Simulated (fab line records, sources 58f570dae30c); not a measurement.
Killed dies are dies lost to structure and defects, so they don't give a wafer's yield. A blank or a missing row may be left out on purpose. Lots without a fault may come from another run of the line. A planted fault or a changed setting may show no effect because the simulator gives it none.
fab line records | flow berkeley_cmos170
record lots=5 wafers=23
route steps=331 shown M1@250 V1@256 M2@289
start_h: hours from the record's first day to the start of the lot's first wafer shown | wait_h: hours since the lot's step before | " the same as in the row above | L1.1+2: a row that stands for several wafers | - no value, or no start given | * or withheld: withheld | < > ~ a bound
route shown NAME@n: a module of which the file shows steps, and the number in the route of the first | usual: mean/standard deviation of fault-free wafers | same: alike in all rows | chamber/n: place in a boat | sites: the reading at each site | _std_site: their standard deviation | _edge_site: outer sites' mean less inner sites' | radius_mm: how far each site lies from the wafer's centre | mask NAME#n: copy n | behind: the tool/chamber that last shaped the wafer | hold: why the lot was held/for how many hours/how that ended | device: the transistor (n, p or np) that didn't switch | end of line: the same wafers' tests at the end of the route | a step without rows: its recipe alone | killed: dies lost to structure and defects at the first sort, not the wafer's yield | map: a wafer's dies, x killed, . not, _ none there
set.NAME: the setting as run; set.NAME@STEP: as run at that earlier step | model.NAME: the simulator's own value behind a step, which no gauge read
lots whose settings were changed on purpose; a table a step, a row a wafer
## steps
# step UCB170_M1_METAL_ETCH_12
# recipe chemistry=Cl2/BCl3 target=Al stop_on=PSG pressure_mtorr=12 target_depth_a=7800 over_etch_frac=0.3 time_s=130 icp_w=600 bias_w=120 Cl2_flow_sccm=90 bcl3_flow_sccm=45
# columns lot.wafer tool chamber start_h wait_h set.time_s model.KrF_of_M1_COAT_04.thk_nm
L076.1 rie_metal-02 0 153.06 - 130 459.9
L076.2 " 1 " " 142.5 392.6
L076.3 " 1 " " 130 439.4
L076.4 " 0 " " 142.5 417.3
L076.5 " 0 " " 142.5 418.5
L080.2 rie_metal-02 0 177.55 - 130 457.5
L080.3 " 0 " " 130 464
L080.4 " 1 " " 130 440.6
L080.5 " 0 " " 130 459.3
L080.6 " 1 " " 130 444.7
L082.1 rie_metal-04 0 177.82 - 145.2 373.7
L082.3 " 0 " " 130 431.1
L082.4 " 1 " " 145.2 389.3
L082.5 " 1 " " 130 442.2
L082.6 " 0 " " 145.2 374.4
L081.1 rie_metal-02 0 179.41 - 130 457.3
L081.2 " 1 " " 130 440.5
L081.4 " 0 " " 130 456.8
L081.5 " 1 " " 130 434.6
L081.6 " 0 " " 130 457.6
L084.2 rie_metal-02 1 202.47 - 130 426.1
L084.4 " 1 " " 130 434.3
L084.6 " 1 " " 130 427.8
# step UCB170_V1_CMP_02
# recipe material=SiO2 down_force_psi=6 platen_rpm=60 pad_velocity_m_s=0.75398
# columns lot.wafer tool chamber start_h wait_h set.leave_above_ref_nm model.SiO2_of_V1_CVD_00.thk_nm
L076.2 cmp-02 2 161.21 0.2 1000 1000
L076.3 " 3 " " 1000 999.9
L076.4 " 0 " " 974.3 976.1
L076.1 " 1 " " 1000 1001
L076.5 " 2 " " 974.3 972.9
L080.3 cmp-02 2 183.04 0.0 952 951.4
L080.4 " 3 " " 952 949.8
L080.2 " 0 " " 952 952.2
L080.5 " 2 " " 1000 998.2
L080.6 " 3 " " 1000 999
L081.1 cmp-01 1 183.09 0.1 1000 1002
L081.2+5 " 2,0 " " 1000 999.3
L081.4 " 3 " " 1041 1041
L081.6 " 1 " " 1041 1044
L082.3 cmp-02 2 183.34 0.3 1000 998.5
L082.4 " 3 " " 1000 997.4
L082.1 " 1 " " 1000 999.4
L082.5 " 2 " " 1000 996.8
L082.6 " 3 " " 1000 998.9
L084.4 cmp-02 0 206.48 0.0 1000 998.9
L084.2 " 3 " " 1000 997.4
L084.6 " 1 " " 1000 998.6
# step UCB170_V1_THK_MEAS_04
# recipe reads=SiO2_of_V1_CVD_00
# usual V1_POLISHED_THK=1000.2/1.6
# columns lot.wafer tool chamber start_h wait_h set.leave_above_ref_nm@V1_CMP_02 V1_POLISHED_THK[nm]
L076.1 film_metro-03 - 161.63 0.1 1000 1001.1
L076.2 " - " " 1000 1000.2
L076.3 " - " " 1000 1000.0
L076.4 " - " " 974.3 975.7
L076.5 " - " " 974.3 973.8
L080.2 film_metro-04 - 183.47 0.1 952 951.4
L080.3 " - " " 952 952.2
L080.4 " - " " 952 949.0
L080.5 " - " " 1000 998.2
L080.6 " - " " 1000 998.9
L081.1 film_metro-03 - 183.50 0.1 1000 1002.2
L081.2 " - " " 1000 999.5
L081.4 " - " " 1041 1040.8
L081.5 " - " " 1000 999.1
L081.6 " - " " 1041 1043.4
L082.1 film_metro-01 - 183.76 0.1 1000 999.4
L082.3 " - " " 1000 998.9
L082.4 " - " " 1000 998.1
L082.5 " - " " 1000 997.4
L082.6 " - " " 1000 999.7
L084.2 film_metro-03 - 206.91 0.1 1000 996.9
L084.4 " - " " 1000 999.4
L084.6 " - " " 1000 998.5
# step UCB170_M2_METAL_ETCH_18
# recipe chemistry=Cl2/BCl3 target=Al stop_on=SiO2 pressure_mtorr=12 target_depth_a=11700 over_etch_frac=0.3 time_s=195 icp_w=600 bias_w=120 Cl2_flow_sccm=90 bcl3_flow_sccm=45
# columns lot.wafer tool chamber start_h wait_h set.time_s model.KrF_of_M2_COAT_10.thk_nm
L076.1 rie_metal-04 0 167.78 - 195 201.7
L076.2 " 1 " " 195 209.2
L076.3 " 1 " " 195 208.4
L076.4 " 0 " " 195 203
L076.5 " 0 " " 195 200.1
L080.2 rie_metal-01 0 189.01 - 195 224.3
L080.3 " 0 " " 195 222.5
L080.4 " 1 " " 181.8 246.6
L080.5 " 1 " " 181.8 248
L080.6 " 0 " " 195 216
L081.1 rie_metal-02 1 189.29 - 195 222.8
L081.2 " 1 " " 195 213.8
L081.4 " 1 " " 195 213.4
L081.5 " 1 " " 195 220.6
L081.6 " 1 " " 195 221.2
L082.1 rie_metal-04 1 189.56 - 195 217.4
L082.3 " 0 " " 218 119.9
L082.4 " 1 " " 218 130.6
L082.5 " 0 " " 218 130
L082.6 " 1 " " 195 216.5
L084.2 rie_metal-02 0 212.58 - 195 245.7
L084.4 " 1 " " 195 214.1
L084.6 " 0 " " 195 241.4
# step UCB170_M2_STRIP_19
# recipe chemistry=O2 power_w=400 pressure_mtorr=3500 platen_temp_c=withheld o2_flow_sccm=400 overash_fraction=0.5
# usual oes_product_au=0.546/0.014
# columns lot.wafer tool chamber start_h wait_h set.time_s@M2_METAL_ETCH_18 oes_product_au
L076.1 plasma_asher-04 0 167.97 0.1 195 0.537
L076.2 " 1 " " 195 0.541
L076.3 " 1 " " 195 0.553
L076.4 " 0 " " 195 0.528
L076.5 " 0 " " 195 0.531
L080.2 plasma_asher-04 0 189.20 0.1 195 0.558
L080.3 " 1 " " 195 0.547
L080.4 " 0 " " 181.8 0.586
L080.5 " 1 " " 181.8 0.576
L080.6 " 0 " " 195 0.549
L081.1 plasma_asher-03 0 189.66 0.3 195 0.550
L081.2 " 1 " " 195 0.548
L081.4 " 0 " " 195 0.546
L081.5 " 0 " " 195 0.562
L081.6 " 1 " " 195 0.557
L082.1 plasma_asher-04 0 189.75 0.1 195 0.542
L082.3 " 1 " " 218 0.449
L082.4 " 0 " " 218 0.463
L082.5 " 1 " " 218 0.462
L082.6 " 0 " " 195 0.547
L084.2 plasma_asher-03 1 212.76 0.1 195 0.585
L084.4 " 0 " " 195 0.551
L084.6 " 1 " " 195 0.583
## key
split step=UCB170_M1_METAL_ETCH_12 setting=time_s stated=130 by=wafer
response step=UCB170_M1_METAL_ETCH_12 reading=model.KrF_of_M1_COAT_04.thk_nm change=-4.62 per=1% r=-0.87
split step=UCB170_V1_CMP_02 setting=leave_above_ref_nm stated=1000 by=wafer
response step=UCB170_V1_CMP_02 reading=model.SiO2_of_V1_CVD_00.thk_nm change=+10.1 per=1% r=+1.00
response step=UCB170_V1_THK_MEAS_04 reading=V1_POLISHED_THK change=+10 per=1% r=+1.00
split step=UCB170_M2_METAL_ETCH_18 setting=time_s stated=195 by=wafer
response step=UCB170_M2_METAL_ETCH_18 reading=model.KrF_of_M2_COAT_10.thk_nm change=-6.71 per=1% r=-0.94
response step=UCB170_M2_STRIP_19 reading=oes_product_au change=-0.00665 per=1% r=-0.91
